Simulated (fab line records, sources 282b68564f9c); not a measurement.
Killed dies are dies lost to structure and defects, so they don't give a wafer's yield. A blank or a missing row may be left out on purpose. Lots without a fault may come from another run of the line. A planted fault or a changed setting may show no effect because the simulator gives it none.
fab line records | flow rit_cmos
record lots=14 wafers=42 last_day=7
route steps=202 shown NWELL@36 NSD@137 SILICIDE@167 CONTACT@179 M1@202
lots that met no fault: from a run of the same line without faults
start_h: hours from the record's first day to the start of the lot's first wafer shown | wait_h: hours since the lot's step before | " the same as in the row above | L1.1+2: a row that stands for several wafers | - no value, or no start given | * or withheld: withheld | < > ~ a bound
route shown NAME@n: a module of which the file shows steps, and the number in the route of the first | usual: mean/standard deviation of fault-free wafers | same: alike in all rows | chamber/n: place in a boat | sites: the reading at each site | _std_site: their standard deviation | _edge_site: outer sites' mean less inner sites' | radius_mm: how far each site lies from the wafer's centre | mask NAME#n: copy n | behind: the tool/chamber that last shaped the wafer | hold: why the lot was held/for how many hours/how that ended | device: the transistor (n, p or np) that didn't switch | end of line: the same wafers' tests at the end of the route | a step without rows: its recipe alone | killed: dies lost to structure and defects at the first sort, not the wafer's yield | map: a wafer's dies, x killed, . not, _ none there
set.NAME: the setting as run; set.NAME@STEP: as run at that earlier step | model.NAME: the simulator's own value behind a step, which no gauge read
steps of the route over a sample of lots; a table a step, a row a wafer
services: from which hour (start_h, from the record's first day; less than 0 if before it) a tool's chamber was out of use, for how many hours, and why
## steps
# step RIT_NWELL_IMPLANT_08
# recipe species=P energy_kev=170 dose_cm2=5e+13 tilt_deg=7
# usual beam_energy_keV=170.01/0.048 beam_on_s=10.02/0.21 faraday_current_uA=158/3.3
# columns lot.wafer tool chamber start_h wait_h beam_energy_keV beam_on_s faraday_current_uA
L505.1 implanter-03 0 26.21 0.2 170.03 9.97 159
L505.4 " 0 " " 170.05 9.71 163
L505.6 " 0 " " 170.01 9.96 159
L506.2 implanter-03 0 30.43 0.2 169.90 10.40 153
L506.3 " 0 " " 169.97 9.93 159
L506.4 " 0 " " 169.96 10.31 154
L507.2 implanter-01 0 31.97 0.2 170.04 9.93 159
L507.3 " 0 " " 170.02 9.65 163
L507.5 " 0 " " 170.00 10.20 155
L508.2 implanter-02 0 39.48 0.2 170.03 9.86 161
L508.4 " 0 " " 170.01 9.96 159
L508.6 " 0 " " 170.10 10.32 153
L509.3 implanter-01 0 43.39 0.2 169.95 9.83 162
L509.4 " 0 " " 169.96 9.76 162
L509.5 " 0 " " 170.07 9.87 160
L510.2 implanter-02 0 46.21 0.2 170.04 9.83 161
L510.4 " 0 " " 170.13 10.09 156
L510.5 " 0 " " 170.04 9.96 159
L513.3 implanter-03 0 62.88 0.2 169.99 10.10 156
L513.5 " 0 " " 169.97 10.14 157
L513.6 " 0 " " 169.98 10.08 158
L515.2 implanter-02 0 77.61 0.2 170.03 9.97 159
L515.3 " 0 " " 169.99 9.93 159
L515.5 " 0 " " 170.06 9.84 161
L517.1 implanter-03 0 81.39 0.2 173.55 10.28 155
L517.2 " 0 " " 173.66 9.99 159
L517.6 " 0 " " 173.52 10.35 152
L521.1 implanter-03 0 102.25 0.2 173.57 10.25 155
L521.5 " 0 " " 173.51 10.60 150
L521.6 " 0 " " 173.47 10.31 154
L522.3 implanter-01 0 107.62 0.2 170.05 9.76 162
L522.5 " 0 " " 170.01 9.97 159
L522.6 " 0 " " 170.04 10.45 152
L524.1 implanter-02 0 124.27 0.2 170.01 10.14 157
L524.3 " 0 " " 170.06 10.20 155
L524.6 " 0 " " 170.01 9.81 162
L525.2 implanter-02 0 126.58 0.2 169.99 10.09 157
L525.3 " 0 " " 169.98 10.18 156
L525.4 " 0 " " 170.00 10.14 157
L526.2 implanter-01 0 128.96 0.2 170.01 9.67 164
L526.5 " 0 " " 169.95 10.49 150
L526.6 " 0 " " 170.03 9.94 159
# step RIT_NSD_OVL_MEAS_06
# usual NSD_OVL=0.6/1.4
# columns lot.wafer tool chamber start_h wait_h NSD_OVL[nm]
L505.1 overlay-01 - 53.47 - 1.6
L505.4 " - " " 1.8
L505.6 " - " " 2.3
L506.2 overlay-01 - 60.12 - 1.6
L506.3 " - " " 0.7
L506.4 " - " " 0.6
L507.2 overlay-01 - 63.57 - 1.5
L507.3 " - " " 1.8
L507.5 " - " " 1.6
L508.2 overlay-01 - 70.27 - 0.0
L508.4 " - " " 0.9
L508.6 " - " " -0.8
L509.3 overlay-01 - 76.27 - 0.6
L509.4 " - " " -0.9
L509.5 " - " " -0.5
L510.2 overlay-02 - 77.43 - 1.0
L510.4 " - " " -0.6
L510.5 " - " " -0.8
L513.3 overlay-01 - 89.53 - 1.2
L513.5 " - " " 1.8
L513.6 " - " " 2.5
L515.2 overlay-01 - 104.74 - -3.0
L515.3 " - " " -2.6
L515.5 " - " " -3.1
L517.1 overlay-01 - 108.80 - -0.3
L517.2 " - " " -0.5
L517.6 " - " " -1.0
L521.1 overlay-02 - 134.67 - 3.3
L521.5 " - " " 1.4
L521.6 " - " " 1.5
L522.3 overlay-02 - 137.35 - 0.2
L522.5 " - " " -0.5
L522.6 " - " " 0.9
L524.1 overlay-01 - 161.26 - 1.4
L524.3 " - " " 0.1
L524.6 " - " " 1.8
L525.2 overlay-01 - 167.08 - -0.4
L525.3 " - " " 1.0
L525.4 " - " " 2.1
L526.2 overlay-02 - 167.24 - 0.3
L526.5 " - " " 1.0
L526.6 " - " " 1.9
# step RIT_SILICIDE_RTA_06
# recipe temp_c=750 time_s=10 idle_temp_c=25 ramp_up_s=5 ramp_down_s=10 cool_to_c=25 ambient=N2
# usual wafer_temp_C_max=753.3/0.97
# columns lot.wafer tool chamber start_h wait_h wafer_temp_C_max
L505.1 rtp_anneal-01 0 56.99 0.0 754.0
L505.4 " 0 " " 753.4
L505.6 " 0 " " 753.1
L506.2 rtp_anneal-02 0 63.61 0.0 753.0
L506.3 " 0 " " 753.1
L506.4 " 0 " " 754.6
L507.2 rtp_anneal-01 0 67.14 0.0 753.0
L507.3 " 0 " " 752.6
L507.5 " 0 " " 752.3
L508.2 rtp_anneal-02 0 73.78 0.0 755.2
L508.4 " 0 " " 754.7
L508.6 " 0 " " 752.7
L509.3 rtp_anneal-01 0 79.86 0.0 753.2
L509.4 " 0 " " 752.8
L509.5 " 0 " " 752.2
L510.2 rtp_anneal-02 0 81.16 0.0 755.6
L510.4 " 0 " " 754.2
L510.5 " 0 " " 754.1
L513.3 rtp_anneal-01 0 93.04 0.0 753.6
L513.5 " 0 " " 752.4
L513.6 " 0 " " 752.9
L515.2 rtp_anneal-01 0 108.50 0.0 752.2
L515.3 " 0 " " 753.2
L515.5 " 0 " " 752.8
L517.1 rtp_anneal-01 0 112.64 0.0 752.6
L517.2 " 0 " " 753.0
L517.6 " 0 " " 752.4
L521.1 rtp_anneal-01 0 138.06 0.0 753.1
L521.5 " 0 " " 753.0
L521.6 " 0 " " 752.6
L522.3 rtp_anneal-02 0 141.23 0.0 753.6
L522.5 " 0 " " 753.7
L522.6 " 0 " " 754.4
L524.1 rtp_anneal-02 0 164.71 0.0 753.7
L524.3 " 0 " " 753.2
L524.6 " 0 " " 753.7
L525.2 rtp_anneal-02 0 170.62 0.0 753.5
L525.3 " 0 " " 753.8
L525.4 " 0 " " 754.2
L526.2 rtp_anneal-02 0 170.93 0.0 754.0
L526.5 " 0 " " 753.4
L526.6 " 0 " " 753.9
# step RIT_CONTACT_ETCH_11
# recipe target_depth_a=4800 over_etch_frac=0.2 stop_on=TiSi2 chemistry=CHF3/CF4/Ar target=SiO2 CHF3_flow_sccm=50 cf4_flow_sccm=10 Ar_flow_sccm=100 O2_flow_sccm=5 pressure_mtorr=100 rf_w=200 time_s=320
# usual drypump_motor_current_A=5.7/0.34 oes_product_au=0.991/0.015 throttle_valve_pct=8.84/0.12
# columns lot.wafer tool chamber start_h wait_h drypump_motor_current_A oes_product_au rf_hours_counter_h throttle_valve_pct
L505.1 rie_diel-02 1 58.59 0.1 6.0 1.016 37 8.94
L505.4 " 0 " " 5.9 0.998 91 8.92
L505.6 " 2 " " 5.3 1.003 - 8.82
L506.2 rie_diel-02 1 65.22 0.1 6.0 1.023 37 8.94
L506.3 " 2 " " 5.3 0.992 9 8.82
L506.4 " 0 " " 5.9 0.994 91 8.92
L507.2 rie_diel-03 0 68.60 0.1 6.0 0.979 86 8.83
L507.3 " 3 " " 5.9 0.980 118 8.95
L507.5 " 0 " " 6.0 0.980 - 8.81
L508.2 rie_diel-03 1 75.22 0.1 5.3 0.991 44 8.58
L508.4 " 3 " " 5.9 0.983 118 8.94
L508.6 " 3 " " 5.9 0.986 - 8.93
L509.3 rie_diel-01 1 81.41 0.1 5.5 0.980 44 9.09
L509.4 " 3 " " 5.4 0.977 8 8.96
L509.5 " 0 " " 5.3 1.006 - 8.70
L510.2 rie_diel-02 0 82.79 0.1 5.9 0.991 92 8.93
L510.4 " 1 " " 6.0 1.023 38 8.96
L510.5 " 3 " " 5.5 0.975 - 8.77
L513.3 rie_diel-02 0 94.47 0.1 5.9 0.999 92 8.93
L513.5 " 1 " " 6.0 1.020 - 8.94
L513.6 " 3 " " 5.5 0.977 - 8.76
L515.2 rie_diel-03 3 110.17 0.1 5.9 0.977 119 8.94
L515.3 " 2 " " 6.4 0.992 106 8.84
L515.5 " 0 " " 6.0 0.971 - 8.83
L517.1 rie_diel-03 1 114.16 0.1 5.3 0.987 45 8.59
L517.2 " 2 " " 6.4 0.999 106 8.84
L517.6 " 0 " " 6.0 0.972 - 8.82
L521.1 rie_diel-02 1 139.63 0.1 6.0 1.008 39 8.94
L521.5 " 1 " " 6.0 1.019 - 8.96
L521.6 " 3 " " 5.5 0.981 - 8.78
L522.3 rie_diel-03 0 142.79 0.1 6.0 0.978 87 8.83
L522.5 " 0 " " 6.0 0.982 - 8.84
L522.6 " 1 " " 5.3 0.997 - 8.59
L524.1 rie_diel-03 0 166.16 0.1 6.0 0.983 88 8.82
L524.3 " 1 " " 5.3 0.984 46 8.58
L524.6 " 0 " " 6.0 0.973 - 8.82
L525.2 rie_diel-03 3 172.25 0.1 5.9 0.978 120 8.91
L525.3 " 2 " " 6.4 0.993 107 8.83
L525.4 " 1 " " 5.3 0.987 46 8.58
L526.2 rie_diel-01 0 172.50 0.1 5.2 1.015 6 8.68
L526.5 " 3 " " 5.4 0.973 - 8.95
L526.6 " 0 " " 5.2 1.015 - 8.68
# step RIT_M1_PROBE_99
# usual killed_at_M0_to_M3=0.0/0.23 killed_at_contacts=0.1/0.23 killed_at_front_end=7/3 killed_dies=7/3 killed_open=3.3/2.1 killed_short=3.7/1.9
# same gross_dies=264 killed_at_M4_up=0 killed_at_back_side=0 killed_at_other=0
# columns lot.wafer tool chamber start_h wait_h killed_at_M0_to_M3 killed_at_contacts killed_at_front_end killed_dies killed_open killed_short
L505.1 prober-02 - 63.45 0.1 0 0 9 9 3 6
L505.4 prober-02 - 63.60 0.2 0 0 6 6 2 4
L505.6 prober-02 - 63.70 0.2 0 0 7 7 2 4
L506.2 prober-01 - 70.44 0.1 0 0 8 8 5 3
L506.3 prober-01 - 70.49 0.2 0 0 6 6 4 2
L506.4 prober-01 - 70.54 0.2 0 0 6 6 3 3
L507.2 prober-02 - 73.69 0.1 0 0 11 11 4 7
L507.3 prober-02 - 73.74 0.2 0 0 9 9 6 3
L507.5 prober-02 - 73.84 0.2 0 0 9 9 2 7
L508.2 prober-01 - 80.25 0.1 0 0 4 4 3 1
L508.4 prober-01 - 80.35 0.2 0 1 5 6 2 3
L508.6 prober-01 - 80.45 0.2 0 1 4 5 2 2
L509.3 prober-02 - 86.58 0.2 0 0 4 4 3 1
L509.4 prober-02 - 86.63 0.2 0 0 6 6 5 1
L509.5 prober-02 - 86.68 0.2 0 0 5 5 3 2
L510.2 prober-01 - 88.03 0.1 0 0 4 4 1 3
L510.4 prober-01 - 88.13 0.2 0 1 5 6 2 4
L510.5 prober-01 - 88.18 0.2 0 0 4 4 1 3
L513.3 prober-02 - 100.90 0.2 0 0 3 3 1 2
L513.5 prober-02 - 101.00 0.2 0 0 4 4 2 2
L513.6 prober-02 - 101.05 0.2 0 0 13 13 6 7
L515.2 prober-02 - 115.38 0.1 0 0 13 13 10 3
L515.3 prober-02 - 115.43 0.2 0 0 7 7 3 4
L515.5 prober-02 - 115.53 0.2 0 0 7 7 4 3
L517.1 prober-02 - 119.68 0.1 0 0 5 5 1 4
L517.2 prober-02 - 119.73 0.1 0 0 11 11 4 7
L517.6 prober-02 - 119.93 0.2 1 0 3 4 2 2
L521.1 prober-02 - 144.64 0.1 0 0 5 5 2 3
L521.5 prober-02 - 144.84 0.2 0 0 4 4 3 1
L521.6 prober-02 - 144.89 0.2 0 0 3 3 3 0
L522.3 prober-01 - 147.91 0.2 0 0 9 9 4 5
L522.5 prober-01 - 148.01 0.2 0 0 8 8 5 3
L522.6 prober-01 - 148.06 0.2 0 0 11 11 7 4
L524.1 prober-01 - 171.41 0.1 0 0 12 12 4 8
L524.3 prober-01 - 171.51 0.2 0 0 12 12 9 3
L524.6 prober-01 - 171.66 0.2 0 0 8 8 3 5
L525.2 prober-02 - 177.31 0.1 0 0 13 13 8 5
L525.3 prober-02 - 177.36 0.2 0 0 6 6 0 6
L525.4 prober-02 - 177.41 0.2 0 0 10 10 6 4
L526.2 prober-01 - 178.81 0.1 0 1 10 11 6 5
L526.5 prober-01 - 178.96 0.2 0 0 7 7 5 2
L526.6 prober-01 - 179.01 0.2 0 0 14 14 5 9
# killed by level:class
L505.1 GATE:geometric_particle:short=6 GATE:geometric_particle:open=2 FOX1:geometric_particle:open=1
L505.4 GATE:geometric_particle:short=3 ACTIVE:geometric_particle:open=1 FOX1:geometric_particle:short=1 GATE:geometric_particle:open=1
L505.6 FOX1:geometric_particle:short=2 GATE:geometric_particle:open=1 GATE:geometric_particle:short=1 REOX:geometric_particle:short=1 SPACER:geometric_particle:open=1 GATE:coat_microbubble_printed=1
L506.2 FOX1:geometric_particle:open=2 GATE:geometric_particle:open=1 GATE:geometric_particle:short=1 REOX:geometric_particle:open=1 SPACER:geometric_particle:open=1 SPACER:geometric_particle:short=1 SILICIDE:geometric_particle:short=1
L506.3 GATE:geometric_particle:open=2 SILICIDE:geometric_particle:short=2 FOX1:geometric_particle:open=1 SILICIDE:geometric_particle:open=1
L506.4 REOX:geometric_particle:short=3 GATE:geometric_particle:open=1 REOX:geometric_particle:open=1 SILICIDE:geometric_particle:open=1
L507.2 FOX1:geometric_particle:short=2 GATE:geometric_particle:short=2 SPACER:geometric_particle:short=2 SILICIDE:geometric_particle:open=2 ACTIVE:geometric_particle:open=1 GATE:geometric_particle:open=1 REOX:geometric_particle:short=1
L507.3 GATE:geometric_particle:open=2 GATE:geometric_particle:short=2 SPACER:geometric_particle:open=2 FOX2:geometric_particle:open=1 SILICIDE:geometric_particle:short=1 SILICIDE:geometric_particle:open=1
L507.5 SPACER:geometric_particle:short=3 SILICIDE:geometric_particle:short=3 FOX1:geometric_particle:short=1 SPACER:geometric_particle:open=1 SILICIDE:geometric_particle:open=1
L508.2 SPACER:geometric_particle:open=2 GATE:geometric_particle:open=1 SILICIDE:geometric_particle:short=1
L508.4 SPACER:geometric_particle:short=2 FOX2:geometric_particle:short=1 GATE:geometric_particle:open=1 REOX:geometric_particle:open=1 CONTACT:coat_microbubble_printed=1
L508.6 FOX1:geometric_particle:open=1 FOX1:geometric_particle:short=1 FOX2:geometric_particle:short=1 SPACER:geometric_particle:open=1 CONTACT:coat_microbubble_printed=1
L509.3 GATE:geometric_particle:open=2 FOX2:geometric_particle:open=1 GATE:geometric_particle:short=1
L509.4 GATE:geometric_particle:open=2 SPACER:geometric_particle:open=2 SPACER:geometric_particle:short=1 SILICIDE:geometric_particle:open=1
L509.5 FOX1:geometric_particle:open=1 GATE:geometric_particle:short=1 GATE:geometric_particle:open=1 SPACER:geometric_particle:short=1 SILICIDE:geometric_particle:open=1
L510.2 GATE:geometric_particle:short=1 REOX:geometric_particle:short=1 REOX:geometric_particle:open=1 SPACER:geometric_particle:short=1
L510.4 GATE:geometric_particle:open=2 FOX2:geometric_particle:short=1 GATE:geometric_particle:short=1 SILICIDE:geometric_particle:short=1 CONTACT:geometric_particle:short=1
L510.5 FOX2:geometric_particle:short=2 GATE:geometric_particle:short=1 GATE:geometric_particle:open=1
L513.3 GATE:geometric_particle:short=2 GATE:geometric_particle:open=1
L513.5 FOX1:geometric_particle:short=2 REOX:geometric_particle:open=2
L513.6 FOX1:geometric_particle:short=3 FOX1:geometric_particle:open=2 GATE:geometric_particle:open=2 SPACER:geometric_particle:open=2 FOX2:geometric_particle:short=1 GATE:geometric_particle:short=1 SILICIDE:geometric_particle:short=1 SPACER:geometric_particle:short=1
L515.2 SPACER:geometric_particle:open=4 FOX1:geometric_particle:open=2 SILICIDE:geometric_particle:open=2 FOX1:geometric_particle:short=1 FOX2:geometric_particle:open=1 GATE:geometric_particle:open=1 REOX:geometric_particle:short=1 SPACER:geometric_particle:short=1
L515.3 GATE:geometric_particle:short=3 GATE:geometric_particle:open=2 FOX1:geometric_particle:short=1 FOX2:geometric_particle:open=1
L515.5 ACTIVE:geometric_particle:open=1 FOX1:geometric_particle:open=1 FOX2:geometric_particle:short=1 GATE:geometric_particle:open=1 GATE:geometric_particle:short=1 REOX:geometric_particle:short=1 SPACER:geometric_particle:open=1
L517.1 GATE:geometric_particle:short=2 REOX:geometric_particle:open=1 REOX:geometric_particle:short=1 SILICIDE:geometric_particle:short=1
L517.2 GATE:geometric_particle:short=4 GATE:geometric_particle:open=3 REOX:geometric_particle:short=2 FOX1:geometric_particle:short=1 SPACER:geometric_particle:open=1
L517.6 GATE:geometric_particle:open=1 SPACER:geometric_particle:open=1 SPACER:geometric_particle:short=1 M1:geometric_particle:short=1
L521.1 REOX:geometric_particle:short=2 FOX1:geometric_particle:open=1 GATE:geometric_particle:short=1 GATE:geometric_particle:open=1
L521.5 GATE:geometric_particle:open=2 GATE:geometric_particle:short=1 SILICIDE:geometric_particle:open=1
L521.6 FOX2:geometric_particle:open=2 REOX:geometric_particle:open=1
L522.3 FOX2:geometric_particle:open=2 SILICIDE:geometric_particle:short=2 FOX1:geometric_particle:short=1 FOX1:geometric_particle:open=1 GATE:geometric_particle:short=1 SPACER:geometric_particle:open=1 SPACER:geometric_particle:short=1
L522.5 SPACER:geometric_particle:open=2 SILICIDE:geometric_particle:open=2 FOX2:geometric_particle:short=1 GATE:geometric_particle:open=1 GATE:geometric_particle:short=1 REOX:geometric_particle:short=1
L522.6 GATE:geometric_particle:open=3 SILICIDE:geometric_particle:open=2 ACTIVE:geometric_particle:short=1 FOX1:geometric_particle:open=1 GATE:geometric_particle:short=1 REOX:geometric_particle:open=1 SPACER:geometric_particle:short=1 SILICIDE:geometric_particle:short=1
L524.1 GATE:geometric_particle:short=6 GATE:geometric_particle:open=2 FOX1:geometric_particle:open=1 FOX1:geometric_particle:short=1 SPACER:geometric_particle:short=1 SILICIDE:geometric_particle:open=1
L524.3 FOX1:geometric_particle:open=6 GATE:geometric_particle:open=2 FOX1:geometric_particle:short=1 GATE:geometric_particle:short=1 SPACER:geometric_particle:open=1 SPACER:geometric_particle:short=1
L524.6 GATE:geometric_particle:open=3 GATE:geometric_particle:short=3 SILICIDE:geometric_particle:short=2
L525.2 FOX2:geometric_particle:short=4 REOX:geometric_particle:open=2 GATE:geometric_particle:open=2 SPACER:geometric_particle:open=2 FOX1:geometric_particle:open=1 GATE:geometric_particle:short=1 SILICIDE:geometric_particle:open=1
L525.3 FOX2:geometric_particle:short=2 GATE:geometric_particle:short=2 SPACER:geometric_particle:short=2
L525.4 GATE:geometric_particle:short=2 GATE:geometric_particle:open=2 REOX:geometric_particle:short=2 SPACER:geometric_particle:open=2 FOX1:geometric_particle:open=1 REOX:geometric_particle:open=1
L526.2 FOX2:geometric_particle:short=2 GATE:geometric_particle:short=2 REOX:geometric_particle:open=2 SPACER:geometric_particle:open=2 GATE:geometric_particle:open=1 SPACER:geometric_particle:short=1 CONTACT:geometric_particle:open=1
L526.5 FOX2:geometric_particle:open=2 FOX1:geometric_particle:open=1 FOX2:geometric_particle:short=1 GATE:geometric_particle:open=1 REOX:geometric_particle:short=1 SPACER:geometric_particle:open=1
L526.6 GATE:geometric_particle:short=4 FOX2:geometric_particle:short=3 GATE:geometric_particle:open=3 REOX:geometric_particle:open=2 FOX1:geometric_particle:short=1 REOX:geometric_particle:short=1
## services
# columns tool chamber start_h hours kind
implanter-01 - 6.70 5.3 pm
rie_diel-03 0 17.97 8.0 repair
rie_diel-01 2 21.06 5.6 repair
rie_diel-03 - 37.04 14.6 pm
implanter-02 - 38.81 0.6 repair
rie_diel-02 3 46.14 5.7 repair
rie_diel-02 1 50.24 1.8 repair
implanter-02 - 51.31 1.7 repair
implanter-03 - 53.99 5.0 repair
implanter-02 - 57.66 3.1 repair
implanter-01 - 66.37 3.4 repair
rie_diel-02 2 88.63 11.1 repair
rie_diel-02 3 104.91 3.5 repair
implanter-01 - 132.09 2.8 pm
rie_diel-02 0 138.19 7.3 repair
implanter-02 - 142.47 5.3 pm
## key
first_sign step=RIT_NWELL_IMPLANT_08 reading=beam_energy_keV direction=up sigmas=73 usual=170.01 struck=173.54
effect none on later readings
met_at RIT_NWELL_IMPLANT_08
struck_lots L517,L521
tester_left_out L517,L521
not_acting_at RIT_NSD_OVL_MEAS_06,RIT_SILICIDE_RTA_06,RIT_CONTACT_ETCH_11
onset_between 62.88 81.39
fault kind=process_parameter_drift tool=implanter-03 chamber=- onset_h=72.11 steps=RIT_NWELL_IMPLANT_08 channel=energy_kev offset=3.5124 shape=step end_h=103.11 acts_in=these_recipes_only stated=170
# tester_left_out: of these lots the tester's yield and bins aren't shown, on N5 and GAA mostly nor the transistor test; their killed dies are dies lost to structure and defects alone, not to doping, threshold or leakage, so they don't give the yield
